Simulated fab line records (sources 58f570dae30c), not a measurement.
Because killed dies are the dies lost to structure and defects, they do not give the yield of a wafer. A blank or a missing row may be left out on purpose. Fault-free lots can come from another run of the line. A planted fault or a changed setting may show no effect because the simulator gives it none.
fab line records + flow berkeley-cmos170
record:
- lots: 7
- wafers: 21
- last-day: 12
route steps=331 shown PSD@183 NSD@187
lots that met no fault: taken from a fault-free run of the same line
start-h: hours from the record's first day to the start of the lot's first wafer shown + wait-h: how many hours have passed since the lot's step before this one + " repeats the value in the row above + L1.1+2: a row that stands for several wafers + - value missing, or start not given + * or withheld: withheld + < > ~ a bound
route shown NAME@n: NAME is a module with steps in the file, n the number in the route of the first one + usual: mean/standard deviation taken from wafers without a fault + same: alike in all rows + chamber/n: place in a boat + sites: each site's reading + _std_site: how widely they spread, as a standard deviation + _edge_site: outer sites' mean less inner sites' + radius-mm: for every site, how far away it sits from the centre of the wafer + mask NAME#n: copy n + behind: tool/chamber where the wafer was last shaped + hold: reason for holding the lot/hours on hold/outcome of the hold + device: names the non-switching transistor (n, p or np) + end of line: the tests these same wafers got at the end of their route + a step with no rows: only its recipe + killed: not the wafer's yield, but the dies lost to structure and defects at the first sort + map: shows each die of a wafer: x if killed, . if not, _ if none is there
set.NAME: the run value of the setting; set.NAME@STEP: its run value at that earlier step + model.NAME: the simulator's own value behind a step, which no gauge read
lots at some steps of the route; a table a step, a row a wafer
services: the hour from which a tool's chamber was out of use, counted from the record's first day as start-h (under 0 if before that day), plus the number of hours and why
== steps ==
step: UCB170_PSD_IMPLANT_08
recipe:
- species: B
- dose-cm2: 3e+15
- energy-kev: 20
- tilt-deg: 7
step: UCB170_PSD_STRIP_09
recipe:
- chemistry: O2
- power-w: 400
- pressure-mtorr: 3500
- platen-temp-c: withheld
- o2-flow-sccm: 400
- overash-fraction: 0.5
usual:
- drypump-motor-current-A: 5.7/0.59
- oes-product-au: 0.600/0.0046
- strip-time-to-endpoint-s: 29.43/0.076
| lot.wafer | tool            | chamber | start-h | wait-h | drypump-motor-current-A | oes-product-au | rf-hours-counter-h | strip-time-to-endpoint-s |
|-----------|-----------------|---------|---------|--------|-------------------------|----------------|--------------------|--------------------------|
| L361.1    | plasma-asher-02 | 1       | 142.33  | 0.1    | 6.5                     | 0.595          | 3                  | 29.32                    |
| L361.2    | "               | 0       | "       | "      | 5.8                     | 0.599          | 3                  | 29.36                    |
| L361.3    | "               | 0       | "       | "      | 5.8                     | 0.597          | -                  | 29.29                    |
| L368.2    | plasma-asher-02 | 1       | 183.63  | 0.1    | 6.5                     | 0.614          | 7                  | 29.38                    |
| L368.4    | "               | 1       | "       | "      | 6.5                     | 0.597          | -                  | 29.47                    |
| L368.6    | "               | 1       | "       | "      | 6.5                     | 0.596          | -                  | 29.35                    |
| L366.1    | plasma-asher-03 | 1       | 183.89  | 0.1    | 5.1                     | 0.598          | 34                 | 29.45                    |
| L366.3    | "               | 1       | "       | "      | 5.0                     | 0.605          | -                  | 29.43                    |
| L366.6    | "               | 1       | "       | "      | 5.0                     | 0.604          | -                  | 29.44                    |
| L367.1    | plasma-asher-01 | 0       | 183.91  | 0.1    | 5.1                     | 0.599          | 52                 | 29.44                    |
| L367.2    | "               | 1       | "       | "      | 5.5                     | 0.605          | 52                 | 29.39                    |
| L367.4    | "               | 1       | "       | "      | 5.5                     | 0.595          | -                  | 29.44                    |
| L369.2    | plasma-asher-01 | 0       | 201.14  | 0.1    | 5.1                     | 0.599          | 53                 | 29.23                    |
| L369.3    | "               | 1       | "       | "      | 5.5                     | 0.602          | -                  | 29.36                    |
| L369.6    | "               | 0       | "       | "      | 5.1                     | 0.605          | -                  | 29.32                    |
| L378.1    | plasma-asher-03 | 0       | 242.94  | 0.1    | 6.5                     | 0.593          | 41                 | 29.51                    |
| L378.4    | "               | 1       | "       | "      | 5.1                     | 0.597          | -                  | 29.56                    |
| L378.5    | "               | 1       | "       | "      | 5.0                     | 0.600          | -                  | 29.63                    |
| L380.2    | plasma-asher-01 | 0       | 259.66  | 0.1    | 5.1                     | 0.605          | 59                 | 29.45                    |
| L380.4    | "               | 0       | "       | "      | 5.1                     | 0.602          | -                  | 29.46                    |
| L380.6    | "               | 1       | "       | "      | 5.5                     | 0.594          | -                  | 29.44                    |
step: UCB170_PSD_TW_MEAS_10
usual:
- PSD_TW: 2332/34
| lot.wafer | tool          | chamber | start-h | wait-h | PSD_TW |
|-----------|---------------|---------|---------|--------|--------|
| L361.1    | film-metro-02 | -       | 142.43  | 0.1    | 2288   |
| L361.2    | "             | -       | "       | "      | 2286   |
| L361.3    | "             | -       | "       | "      | 2287   |
| L368.2    | film-metro-01 | -       | 183.74  | 0.1    | 2374   |
| L368.4    | "             | -       | "       | "      | 2378   |
| L368.6    | "             | -       | "       | "      | 2372   |
| L366.1    | film-metro-01 | -       | 183.99  | 0.1    | 2376   |
| L366.3    | "             | -       | "       | "      | 2372   |
| L366.6    | "             | -       | "       | "      | 2379   |
| L367.1    | film-metro-04 | -       | 184.01  | 0.1    | 2356   |
| L367.2    | "             | -       | "       | "      | 2353   |
| L367.4    | "             | -       | "       | "      | 2350   |
| L369.2    | film-metro-02 | -       | 201.25  | 0.1    | 2274   |
| L369.3    | "             | -       | "       | "      | 2282   |
| L369.6    | "             | -       | "       | "      | 2276   |
| L378.1    | film-metro-04 | -       | 243.04  | 0.1    | 2341   |
| L378.4    | "             | -       | "       | "      | 2341   |
| L378.5    | "             | -       | "       | "      | 2344   |
| L380.2    | film-metro-04 | -       | 259.77  | 0.1    | 2334   |
| L380.4    | "             | -       | "       | "      | 2331   |
| L380.6    | "             | -       | "       | "      | 2342   |
step: UCB170_PSD_CLEAN_11
recipe:
- chemistry: SPM
- temp-c: 120
- time-s: 600
step: UCB170_NSD_HMDS_00
recipe:
- prime-time-s: 60
- prime-temp-c: 100
step: UCB170_NSD_COAT_01
recipe:
- resist: KrF
- spin-rpm: 1500
- resist-thk-nm: 900
step: UCB170_NSD_SOFTBAKE_02
recipe:
- resist: KrF
- temp-c: 130
- time-s: 60
step: UCB170_NSD_EXPOSE_03
recipe:
- mask-id: NSELECT_MOD
- na: 0.5
- sigma-outer: 0.6
- source-shape: conventional
- target-cd-nm: 1200
- dose-mj: 30
step: UCB170_NSD_PEB_04
recipe:
- peb-temp-c: 130
- peb-time-s: withheld
- resist: KrF
step: UCB170_NSD_DEVELOP_05
recipe:
- developer: TMAH
- develop-time-s: 45
- resist: KrF
- dev-temp-c: 21
step: UCB170_NSD_CD_MEAS_06
recipe:
- target-cd-nm: 1200
usual:
- cd-nm: 1199.7/1.4
| lot.wafer | tool      | chamber | start-h | wait-h | cd-nm  |
|-----------|-----------|---------|---------|--------|--------|
| L361.1    | cd-sem-02 | -       | 144.11  | -      | 1197.5 |
| L361.2    | "         | -       | "       | "      | 1197.7 |
| L361.3    | "         | -       | "       | "      | 1197.0 |
| L368.2    | cd-sem-01 | -       | 185.50  | -      | 1197.6 |
| L368.4    | "         | -       | "       | "      | 1199.0 |
| L368.6    | "         | -       | "       | "      | 1198.0 |
| L366.1    | cd-sem-01 | -       | 185.75  | -      | 1200.5 |
| L366.3    | "         | -       | "       | "      | 1200.8 |
| L366.6    | "         | -       | "       | "      | 1201.0 |
| L367.1    | cd-sem-01 | -       | 185.87  | -      | 1200.9 |
| L367.2    | "         | -       | "       | "      | 1201.9 |
| L367.4    | "         | -       | "       | "      | 1201.3 |
| L369.2    | cd-sem-01 | -       | 204.86  | -      | 1198.7 |
| L369.3    | "         | -       | "       | "      | 1198.4 |
| L369.6    | "         | -       | "       | "      | 1199.0 |
| L378.1    | cd-sem-01 | -       | 244.43  | -      | 1200.4 |
| L378.4    | "         | -       | "       | "      | 1200.4 |
| L378.5    | "         | -       | "       | "      | 1198.9 |
| L380.2    | cd-sem-01 | -       | 261.26  | -      | 1202.0 |
| L380.4    | "         | -       | "       | "      | 1200.7 |
| L380.6    | "         | -       | "       | "      | 1201.6 |
step: UCB170_NSD_OVL_MEAS_07
usual:
- NSD_OVL: 2/4.9
| lot.wafer | tool       | chamber | start-h | wait-h | NSD_OVL[nm] |
|-----------|------------|---------|---------|--------|-------------|
| L361.1    | overlay-01 | -       | 144.23  | 0.1    | 7           |
| L361.2    | "          | -       | "       | "      | 7           |
| L361.3    | "          | -       | "       | "      | 8           |
| L368.2    | overlay-01 | -       | 185.61  | 0.1    | 3           |
| L368.4    | "          | -       | "       | "      | -2          |
| L368.6    | "          | -       | "       | "      | 6           |
| L366.1    | overlay-02 | -       | 185.87  | 0.1    | -1          |
| L366.3    | "          | -       | "       | "      | -8          |
| L366.6    | "          | -       | "       | "      | -5          |
| L367.1    | overlay-02 | -       | 185.99  | 0.1    | -1          |
| L367.2    | "          | -       | "       | "      | 11          |
| L367.4    | "          | -       | "       | "      | 0           |
| L369.2    | overlay-02 | -       | 204.96  | 0.1    | 3           |
| L369.3    | "          | -       | "       | "      | 7           |
| L369.6    | "          | -       | "       | "      | 5           |
| L378.1    | overlay-02 | -       | 244.55  | 0.1    | -5          |
| L378.4    | "          | -       | "       | "      | 4           |
| L378.5    | "          | -       | "       | "      | -4          |
| L380.2    | overlay-02 | -       | 261.37  | 0.1    | -1          |
| L380.4    | "          | -       | "       | "      | 5           |
| L380.6    | "          | -       | "       | "      | 9           |
step: UCB170_NSD_IMPLANT_08
recipe:
- species: P
- dose-cm2: 3e+15
- energy-kev: 40
- tilt-deg: 7
usual:
- beam-energy-keV: 40.001/0.012
- beam-on-s: 10.01/0.17
| lot.wafer | tool         | chamber | start-h | wait-h | beam-energy-keV | beam-on-s |
|-----------|--------------|---------|---------|--------|-----------------|-----------|
| L361.1    | implanter-04 | 0       | 144.27  | 0.0    | 39.996          | 9.99      |
| L361.2    | "            | 0       | "       | "      | 40.005          | 10.03     |
| L361.3    | "            | 0       | "       | "      | 40.002          | 9.81      |
| L368.2    | implanter-02 | -       | 185.66  | 0.0    | -               | -         |
| L368.4    | "            | -       | "       | "      | -               | -         |
| L368.6    | "            | -       | "       | "      | -               | -         |
| L366.1    | implanter-01 | -       | 185.91  | 0.0    | -               | -         |
| L366.3    | "            | -       | "       | "      | -               | -         |
| L366.6    | "            | -       | "       | "      | -               | -         |
| L367.1    | implanter-02 | -       | 186.03  | 0.0    | -               | -         |
| L367.2    | "            | -       | "       | "      | -               | -         |
| L367.4    | "            | -       | "       | "      | -               | -         |
| L369.2    | implanter-04 | 0       | 205.02  | 0.0    | 40.016          | 10.14     |
| L369.3    | "            | 0       | "       | "      | 40.020          | 9.91      |
| L369.6    | "            | 0       | "       | "      | 40.014          | 9.80      |
| L378.1    | implanter-02 | 0       | 244.58  | 0.0    | 39.998          | 9.82      |
| L378.4    | "            | 0       | "       | "      | 39.998          | 10.07     |
| L378.5    | "            | 0       | "       | "      | 39.997          | 9.76      |
| L380.2    | implanter-01 | 0       | 261.43  | 0.0    | 40.025          | 10.05     |
| L380.4    | "            | 0       | "       | "      | 40.005          | 10.03     |
| L380.6    | "            | 0       | "       | "      | 40.005          | 10.07     |
step: UCB170_NSD_STRIP_09
recipe:
- chemistry: O2
- power-w: 400
- pressure-mtorr: 3500
- platen-temp-c: withheld
- o2-flow-sccm: 400
- overash-fraction: 0.5
usual:
- drypump-motor-current-A: 5.9/0.64
- oes-product-au: 0.533/0.0042
- strip-time-to-endpoint-s: 35.85/0.065
| lot.wafer | tool            | chamber | start-h | wait-h | drypump-motor-current-A | oes-product-au | rf-hours-counter-h | strip-time-to-endpoint-s |
|-----------|-----------------|---------|---------|--------|-------------------------|----------------|--------------------|--------------------------|
| L361.1    | plasma-asher-03 | 1       | 144.42  | 0.1    | 5.0                     | 0.532          | 30                 | 35.83                    |
| L361.2    | "               | 0       | "       | "      | 6.5                     | 0.533          | 30                 | 35.90                    |
| L361.3    | "               | 1       | "       | "      | 5.0                     | 0.531          | -                  | 35.77                    |
| L368.2    | plasma-asher-04 | 0       | 185.79  | 0.1    | 4.7                     | 0.737          | 50                 | 21.77                    |
| L368.4    | "               | 1       | "       | "      | 6.0                     | 0.729          | -                  | 21.68                    |
| L368.6    | "               | 0       | "       | "      | 4.7                     | 0.737          | -                  | 21.73                    |
| L366.1    | plasma-asher-02 | 0       | 186.06  | 0.1    | 5.8                     | 0.735          | 7                  | 21.76                    |
| L366.3    | "               | 1       | "       | "      | 6.5                     | 0.740          | -                  | 21.74                    |
| L366.6    | "               | 0       | "       | "      | 5.8                     | 0.730          | -                  | 21.68                    |
| L367.1    | plasma-asher-03 | 0       | 186.18  | 0.1    | 6.5                     | 0.734          | 34                 | 21.70                    |
| L367.2    | "               | 1       | "       | "      | 5.0                     | 0.735          | 34                 | 21.68                    |
| L367.4    | "               | 0       | "       | "      | 6.5                     | 0.732          | -                  | 21.65                    |
| L369.2    | plasma-asher-04 | 0       | 205.14  | 0.1    | 4.7                     | 0.531          | 52                 | 35.91                    |
| L369.3    | "               | 1       | "       | "      | 6.0                     | 0.529          | -                  | 35.94                    |
| L369.6    | "               | 0       | "       | "      | 4.7                     | 0.530          | -                  | 35.91                    |
| L378.1    | plasma-asher-04 | 0       | 244.73  | 0.1    | 4.7                     | 0.527          | 56                 | 35.90                    |
| L378.4    | "               | 1       | "       | "      | 6.0                     | 0.529          | -                  | 35.88                    |
| L378.5    | "               | 1       | "       | "      | 6.0                     | 0.539          | -                  | 35.94                    |
| L380.2    | plasma-asher-03 | 0       | 261.55  | 0.1    | 6.5                     | 0.536          | 43                 | 35.73                    |
| L380.4    | "               | 0       | "       | "      | 6.5                     | 0.535          | -                  | 35.82                    |
| L380.6    | "               | 1       | "       | "      | 5.0                     | 0.538          | -                  | 35.87                    |
step: UCB170_NSD_TW_MEAS_10
usual:
- NSD_TW: 4191/65
| lot.wafer | tool          | chamber | start-h | wait-h | hold                     | NSD_TW |
|-----------|---------------|---------|---------|--------|--------------------------|--------|
| L361.1    | film-metro-01 | -       | 144.52  | 0.1    | -                        | 4274   |
| L361.2    | "             | -       | "       | "      | -                        | 4276   |
| L361.3    | "             | -       | "       | "      | -                        | 4267   |
| L368.2    | film-metro-02 | -       | 185.90  | 0.1    | await-dispo/0.2h/release | 30     |
| L368.4    | "             | -       | "       | "      | await-dispo/0.2h/release | 30     |
| L368.6    | "             | -       | "       | "      | await-dispo/0.2h/release | 29     |
| L368.2    | film-metro-02 | -       | 186.23  | 0.3    | -                        | 30     |
| L368.4    | "             | -       | "       | "      | -                        | 30     |
| L368.6    | "             | -       | "       | "      | -                        | 30     |
| L366.1    | film-metro-02 | -       | 186.16  | 0.1    | await-dispo/0.2h/release | 29     |
| L366.3    | "             | -       | "       | "      | await-dispo/0.2h/release | 30     |
| L366.6    | "             | -       | "       | "      | await-dispo/0.2h/release | 29     |
| L366.1    | film-metro-02 | -       | 186.39  | 0.2    | -                        | 30     |
| L366.3    | "             | -       | "       | "      | -                        | 30     |
| L366.6    | "             | -       | "       | "      | -                        | 29     |
| L367.1    | film-metro-04 | -       | 186.28  | 0.1    | await-dispo/0.2h/release | 30     |
| L367.2    | "             | -       | "       | "      | await-dispo/0.2h/release | 30     |
| L367.4    | "             | -       | "       | "      | await-dispo/0.2h/release | 30     |
| L367.1    | film-metro-04 | -       | 186.51  | 0.2    | -                        | 30     |
| L367.2    | "             | -       | "       | "      | -                        | 30     |
| L367.4    | "             | -       | "       | "      | -                        | 30     |
| L369.2    | film-metro-02 | -       | 205.25  | 0.1    | -                        | 4106   |
| L369.3    | "             | -       | "       | "      | -                        | 4102   |
| L369.6    | "             | -       | "       | "      | -                        | 4103   |
| L378.1    | film-metro-04 | -       | 244.83  | 0.1    | -                        | 4180   |
| L378.4    | "             | -       | "       | "      | -                        | 4216   |
| L378.5    | "             | -       | "       | "      | -                        | 4200   |
| L380.2    | film-metro-02 | -       | 261.66  | 0.1    | -                        | 4156   |
| L380.4    | "             | -       | "       | "      | -                        | 4157   |
| L380.6    | "             | -       | "       | "      | -                        | 4168   |
== services ==
| tool            | chamber | start-h | hours | kind   |
|-----------------|---------|---------|-------|--------|
| plasma-asher-01 | -       | 121.54  | 14.6  | pm     |
| plasma-asher-04 | -       | 150.88  | 0.5   | repair |
| implanter-02    | -       | 151.99  | 9.7   | repair |
| implanter-04    | -       | 181.76  | 4.5   | pm     |
| implanter-02    | -       | 196.95  | 5.3   | pm     |
| implanter-02    | -       | 204.69  | 1.2   | repair |
| implanter-02    | -       | 210.26  | 0.6   | repair |
| implanter-04    | -       | 222.50  | 1.1   | repair |
| implanter-02    | -       | 228.41  | 2.9   | pm     |
| implanter-01    | -       | 240.47  | 4.4   | pm     |
| plasma-asher-02 | -       | 248.15  | 7.4   | repair |
== key ==
first-sign:
- step: UCB170_NSD_IMPLANT_08
- reading: tool-record
- direction: missing
effect:
- step: UCB170_NSD_STRIP_09
- reading: strip-time-to-endpoint-s
- direction: down
- sigmas: 99+
- usual: *
- struck: *
effect:
- step: UCB170_NSD_TW_MEAS_10
- reading: visit
- direction: added
effect:
- step: UCB170_NSD_TW_MEAS_10
- reading: NSD_TW
- direction: down
- sigmas: 64
- usual: 4191
- struck: 30
met-at UCB170_NSD_IMPLANT_08
struck-wafers L366.1,L366.3,L366.6,L367.1,L367.2,L367.4,L368.2,L368.4,L368.6
later-rows-left-out L366.1,L366.3,L366.6,L367.1,L367.2,L367.4,L368.2,L368.4,L368.6
sort-left-out L366.1,L366.3,L366.6,L367.1,L367.2,L367.4,L368.2,L368.4,L368.6
tester-left-out L366,L367,L368
fault:
- kind: skipped-step-whole
- tool: implanter-01,implanter-02
- chamber: -
- onset-h: 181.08
- steps: UCB170_NSD_IMPLANT_08
- scope: struck-lots-only
tester-left-out: of these lots the tester's yield and bins aren't shown, on N5 and GAA mostly nor the transistor test; their killed dies are dies lost to structure and defects alone, not to doping, threshold or leakage, so they don't give the yield
sort-left-out: the simulated sort isn't trusted on such a fault, so these wafers' sort isn't shown, and their yield isn't known
later-rows-left-out: the simulator's readings of these wafers behind a module that went badly wrong aren't trusted and aren't shown, but for the sort
